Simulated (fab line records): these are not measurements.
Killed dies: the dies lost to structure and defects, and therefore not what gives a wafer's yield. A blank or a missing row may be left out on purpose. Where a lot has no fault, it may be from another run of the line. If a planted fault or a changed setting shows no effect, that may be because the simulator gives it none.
fab line records	flow ritCmos
record lots=5	wafers=23
route steps=202 shown PSD@150 SDANNEAL@155 SILICIDE@162 M1@184
startH: hours from the record's opening day to when the first of the lot's shown wafers began	waitH: time in hours since the lot's previous step	" same as the row above	L1.1+2: one row covering several wafers at once	- no value, or no start given	* or withheld: withheld	< > ~ a bound
route shown NAME@n: a module of which the file shows steps, and the number in the route of the first	usual: mean/standard deviation of fault-free wafers	same: alike in all rows	chamber/n: place in a boat	sites: the reading at each site	_std_site: the values' standard deviation	_edge_site: inner sites' mean taken away from outer sites' mean	radiusMm: for every site, how far away it sits from the centre of the wafer	mask NAME#n: copy n	behind: the tool/chamber that last shaped the wafer	hold: why the lot went on hold/how many hours it stayed there/how the hold came to an end	device: transistor that didn't switch, given as n, p or np	end of line: the tests these same wafers got at the end of their route	a step without rows: its recipe alone	killed: dies lost to structure and defects at the first sort, not the wafer's yield	map: shows each die of a wafer: x if killed, . if not, _ if none is there
set.NAME: the run value of the setting; set.NAME@STEP: its run value at that earlier step	model.NAME: the simulator's own value behind a step, which no gauge read
lots run with intentionally changed settings; tables by step, rows by wafer
## steps
# step RIT_PSD_IMPLANT_08
# recipe species=BF2	energyKev=27	doseCm2=5e+15	tiltDeg=7
lot.wafer	tool	chamber	startH	waitH	set.energyKev	model.implant.drpNm
L074.1+3+5	implanter-03	0	48.33	0.1	27	12.05
L075.1+3	implanter-04	0	54.68	0.1	27.57	12.22
L075.2+4+6	"	0	"	"	27	12.05
L080.1+2+3	implanter-03	0	81.34	0.1	27	12.05
L080.4+5	"	0	"	"	26.39	11.85
L082.1+3+5	implanter-01	0	89.71	0.1	26.42	11.86
L082.2+4	"	0	"	"	27	12.05
L085.2+3+4+5+6	implanter-04	0	104.80	0.1	27	12.05
# step RIT_PSD_STRIP_09
# recipe chemistry=O2	timeS=180	resist=NOVOLAK	platenTempC=withheld	powerW=500	pressureMtorr=4000	o2FlowSccm=4000
# step RIT_SDANNEAL_CLEAN_02
# recipe chemistry=SC2	mix=3:3:50	timeS=600	tempC=75	dry=n2Spin
# step RIT_SDANNEAL_RTA_03
# recipe tempC=1050	timeS=5	idleTempC=600	rampUpCPerS=342	rampDownCPerS=171	coolToC=600	ambient=N2
# step RIT_SDANNEAL_RS_MEAS_04
# recipe thkMeasGauge=four-point-probe
# usual PSD_RS=115.96/0.25
lot.wafer	tool	chamber	startH	waitH	set.energyKev@PSD_IMPLANT_08	PSD_RS[ohm/sq]
L074.1	filmMetro-01	-	49.14	0.0	27	115.39
L074.3	"	-	"	"	27	115.60
L074.5	"	-	"	"	27	115.76
L075.1	filmMetro-01	-	55.49	0.0	27.57	114.72
L075.2	"	-	"	"	27	115.98
L075.3	"	-	"	"	27.57	114.54
L075.4	"	-	"	"	27	116.12
L075.6	"	-	"	"	27	115.75
L080.1	filmMetro-04	-	82.33	0.0	27	116.14
L080.2	"	-	"	"	27	116.14
L080.3	"	-	"	"	27	116.17
L080.4	"	-	"	"	26.39	117.60
L080.5	"	-	"	"	26.39	117.39
L082.1	filmMetro-02	-	90.52	0.0	26.42	117.14
L082.2	"	-	"	"	27	116.05
L082.3	"	-	"	"	26.42	117.16
L082.4	"	-	"	"	27	116.11
L082.5	"	-	"	"	26.42	117.30
L085.2	filmMetro-02	-	105.62	0.1	27	115.82
L085.3	"	-	"	"	27	116.16
L085.4	"	-	"	"	27	116.28
L085.5	"	-	"	"	27	115.94
L085.6	"	-	"	"	27	115.71
# step RIT_SILICIDE_SPUTTER_01
# recipe material=Ti	targetThkNm=30	powerW=350	chamberPressurePa=0.667	gas=Ar	timeS=240	substrateTempC=25
lot.wafer	tool	chamber	startH	waitH	set.chamberPressurePa	model.Ti_of_SILICIDE_SPUTTER_01.thkNm
L074.1	pvdSputter-04	-	49.64	0.0	0.667	30.04
L074.3	"	-	"	"	0.667	29.41
L074.5	"	-	"	"	0.667	29.84
L075.1	pvdSputter-01	-	-	-	0.667	29.58
L075.2	"	-	"	"	0.667	29.29
L075.3	"	-	"	"	0.667	29.41
L075.4	"	-	"	"	0.667	29.31
L075.6	"	-	"	"	0.667	29.26
L080.1	pvdSputter-04	-	-	-	0.6069	30.72
L080.2	"	-	"	"	0.6069	31.12
L080.3	"	-	"	"	0.6069	30.84
L080.4	"	-	"	"	0.6069	30.99
L080.5	"	-	"	"	0.6069	30.9
L082.1	pvdSputter-03	-	-	-	0.6067	31.07
L082.2	"	-	"	"	0.6067	30.68
L082.3	"	-	"	"	0.6067	30.8
L082.4	"	-	"	"	0.6067	30.5
L082.5	"	-	"	"	0.6067	30.65
L085.2	pvdSputter-01	-	-	-	0.667	29.53
L085.3	"	-	"	"	0.667	29.92
L085.4	"	-	"	"	0.667	29.86
L085.5	"	-	"	"	0.667	29.49
L085.6	"	-	"	"	0.667	29.5
# step RIT_SILICIDE_RS_MEAS_02
# recipe thkMeasGauge=four-point-probe	reads=Ti_of_SILICIDE_SPUTTER_01
# usual SILICIDE_TI_RS=48.0/0.79
lot.wafer	tool	chamber	startH	waitH	set.chamberPressurePa@SILICIDE_SPUTTER_01	SILICIDE_TI_RS[ohm/sq]
L074.1	filmMetro-02	-	49.79	0.1	0.667	47.9
L074.3	"	-	"	"	0.667	49.0
L074.5	"	-	"	"	0.667	48.3
L075.1	filmMetro-03	-	56.13	0.1	0.667	48.6
L075.2	"	-	"	"	0.667	49.2
L075.3	"	-	"	"	0.667	49.0
L075.4	"	-	"	"	0.667	49.1
L075.6	"	-	"	"	0.667	49.3
L080.1	filmMetro-03	-	82.97	0.1	0.6069	39.3
L080.2	"	-	"	"	0.6069	38.8
L080.3	"	-	"	"	0.6069	39.1
L080.4	"	-	"	"	0.6069	39.0
L080.5	"	-	"	"	0.6069	39.1
L082.1	filmMetro-04	-	91.16	0.1	0.6067	38.9
L082.2	"	-	"	"	0.6067	39.6
L082.3	"	-	"	"	0.6067	39.3
L082.4	"	-	"	"	0.6067	39.7
L082.5	"	-	"	"	0.6067	39.5
L085.2	filmMetro-02	-	106.27	0.1	0.667	48.9
L085.3	"	-	"	"	0.667	48.0
L085.4	"	-	"	"	0.667	48.2
L085.5	"	-	"	"	0.667	49.0
L085.6	"	-	"	"	0.667	49.0
# step RIT_M1_SPUTTER_00
# recipe material=Al	targetThkNm=400	powerW=2000	chamberPressurePa=0.4	gas=Ar	timeS=500	substrateTempC=25
lot.wafer	tool	chamber	startH	waitH	set.powerW	model.Al_of_M1_SPUTTER_00.thkNm
L074.1	pvdSputter-03	-	52.37	0.0	2000	396.7
L074.3	"	-	"	"	2000	394.5
L074.5	"	-	"	"	2000	390
L075.1	pvdSputter-02	-	58.88	0.0	1935	388.2
L075.2	"	-	"	"	1935	390.9
L075.3	"	-	"	"	2000	400.5
L075.4	"	-	"	"	2000	398.1
L075.6	"	-	"	"	1935	382.8
L080.1	pvdSputter-03	-	85.67	0.0	2000	388.1
L080.2+5	"	-	"	"	2000	392.9
L080.3	"	-	"	"	2000	391.6
L080.4	"	-	"	"	2000	382.5
L082.1	pvdSputter-02	-	93.74	0.0	2000	398.7
L082.2	"	-	"	"	2000	400.8
L082.3	"	-	"	"	2000	399.3
L082.4	"	-	"	"	2000	400.5
L082.5	"	-	"	"	2000	399.2
L085.2	pvdSputter-03	-	108.85	0.0	2157	428
L085.3+4	"	-	"	"	2157	433.8
L085.5	"	-	"	"	2000	396.1
L085.6	"	-	"	"	2000	400.8
# step RIT_M1_RS_MEAS_01
# recipe thkMeasGauge=four-point-probe	reads=Al_of_M1_SPUTTER_00
# usual M1_AL_RS=0.0739/0.00075
lot.wafer	tool	chamber	startH	waitH	set.powerW@M1_SPUTTER_00	M1_AL_RS[ohm/sq]
L074.1	filmMetro-02	-	52.66	0.1	2000	0.0741
L074.3	"	-	"	"	2000	0.0744
L074.5	"	-	"	"	2000	0.0753
L075.1	filmMetro-02	-	59.17	0.1	1935	0.0757
L075.2	"	-	"	"	1935	0.0752
L075.3	"	-	"	"	2000	0.0733
L075.4	"	-	"	"	2000	0.0738
L075.6	"	-	"	"	1935	0.0768
L080.1	filmMetro-01	-	85.97	0.1	2000	0.0757
L080.2	"	-	"	"	2000	0.0747
L080.3	"	-	"	"	2000	0.0750
L080.4	"	-	"	"	2000	0.0767
L080.5	"	-	"	"	2000	0.0746
L082.1	filmMetro-04	-	94.03	0.1	2000	0.0737
L082.2	"	-	"	"	2000	0.0734
L082.3	"	-	"	"	2000	0.0736
L082.4	"	-	"	"	2000	0.0735
L082.5	"	-	"	"	2000	0.0735
L085.2	filmMetro-04	-	109.16	0.2	2157	0.0685
L085.3	"	-	"	"	2157	0.0676
L085.4	"	-	"	"	2157	0.0677
L085.5	"	-	"	"	2000	0.0741
L085.6	"	-	"	"	2000	0.0733
# step RIT_M1_THK_MEAS_02
# recipe thkMeasGauge=xrf	reads=Al_of_M1_SPUTTER_00
# usual M1_AL_THK=398/6.1
lot.wafer	tool	chamber	startH	waitH	set.powerW@M1_SPUTTER_00	M1_AL_THK[nm]
L074.1	filmMetro-02	-	52.78	0.1	2000	395
L074.3	"	-	"	"	2000	391
L074.5	"	-	"	"	2000	387
L075.1	filmMetro-02	-	59.29	0.1	1935	387
L075.2	"	-	"	"	1935	388
L075.3	"	-	"	"	2000	398
L075.4	"	-	"	"	2000	395
L075.6	"	-	"	"	1935	378
L080.1	filmMetro-01	-	86.09	0.1	2000	386
L080.2	"	-	"	"	2000	389
L080.3	"	-	"	"	2000	387
L080.4	"	-	"	"	2000	379
L080.5	"	-	"	"	2000	389
L082.1	filmMetro-04	-	94.15	0.1	2000	404
L082.2	"	-	"	"	2000	409
L082.3	"	-	"	"	2000	402
L082.4	"	-	"	"	2000	404
L082.5	"	-	"	"	2000	404
L085.2	filmMetro-04	-	109.27	0.1	2157	433
L085.3	"	-	"	"	2157	441
L085.4	"	-	"	"	2157	440
L085.5	"	-	"	"	2000	400
L085.6	"	-	"	"	2000	406
# step RIT_M1_METAL_ETCH_12
# recipe stopOn=SiO2	chemistry=Cl2/BCl3	target=Al	timeS=165	overEtchFrac=0.5	pressureMtorr=100	targetDepthA=6000	rfW=250	Cl2_flow_sccm=60	bcl3FlowSccm=50
lot.wafer	tool	chamber	startH	waitH	set.timeS	model.NOVOLAK_of_M1_COAT_04.thkNm
L074.1	rieMetal-01	1	54.27	0.2	165	808.6
L074.3	"	0	"	"	165	806.2
L074.5	"	0	"	"	165	810
L075.1	rieMetal-02	1	60.77	0.2	176.3	792.2
L075.2	"	0	"	"	176.3	793.2
L075.3	"	0	"	"	165	809.9
L075.4	"	1	"	"	176.3	793.9
L075.6	"	0	"	"	165	816.7
L080.1	rieMetal-01	0	87.52	0.2	165	808.1
L080.2	"	1	"	"	165	812.8
L080.3	"	1	"	"	165	813.8
L080.4	"	0	"	"	165	809.5
L080.5	"	1	"	"	165	807.9
L082.1	rieMetal-03	0	95.81	0.2	140.6	845.5
L082.2	"	1	"	"	140.6	857.8
L082.3	"	1	"	"	165	801.8
L082.4	"	0	"	"	165	804.1
L082.5	"	1	"	"	140.6	861.1
L085.2+3+4	rieMetal-03	0,1,0	110.61	0.2	165	-
L085.5	"	0	"	"	165	794
L085.6	"	1	"	"	165	800.8
## key
split step=RIT_PSD_IMPLANT_08	setting=energyKev	stated=27	by=wafer
response step=RIT_PSD_IMPLANT_08	reading=model.implant.drpNm	change=+0.0849	per=1%	r=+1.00
response step=RIT_SDANNEAL_RS_MEAS_04	reading=PSD_RS	change=-0.58	per=1%	r=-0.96
split step=RIT_SILICIDE_SPUTTER_01	setting=chamberPressurePa	stated=0.667	by=lot
response step=RIT_SILICIDE_SPUTTER_01	reading=model.Ti_of_SILICIDE_SPUTTER_01.thkNm	change=-0.139	per=1%	r=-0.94
response step=RIT_SILICIDE_RS_MEAS_02	reading=SILICIDE_TI_RS	change=+1.05	per=1%	r=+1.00
split step=RIT_M1_SPUTTER_00	setting=powerW	stated=2000	by=wafer
response step=RIT_M1_SPUTTER_00	reading=model.Al_of_M1_SPUTTER_00.thkNm	change=+4.18	per=1%	r=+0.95
response step=RIT_M1_RS_MEAS_01	reading=M1_AL_RS	change=-0.00073	per=1%	r=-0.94
response step=RIT_M1_THK_MEAS_02	reading=M1_AL_THK	change=+4.34	per=1%	r=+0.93
split step=RIT_M1_METAL_ETCH_12	setting=timeS	stated=165	by=wafer
response step=RIT_M1_METAL_ETCH_12	reading=model.NOVOLAK_of_M1_COAT_04.thkNm	change=-3.41	per=1%	r=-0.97
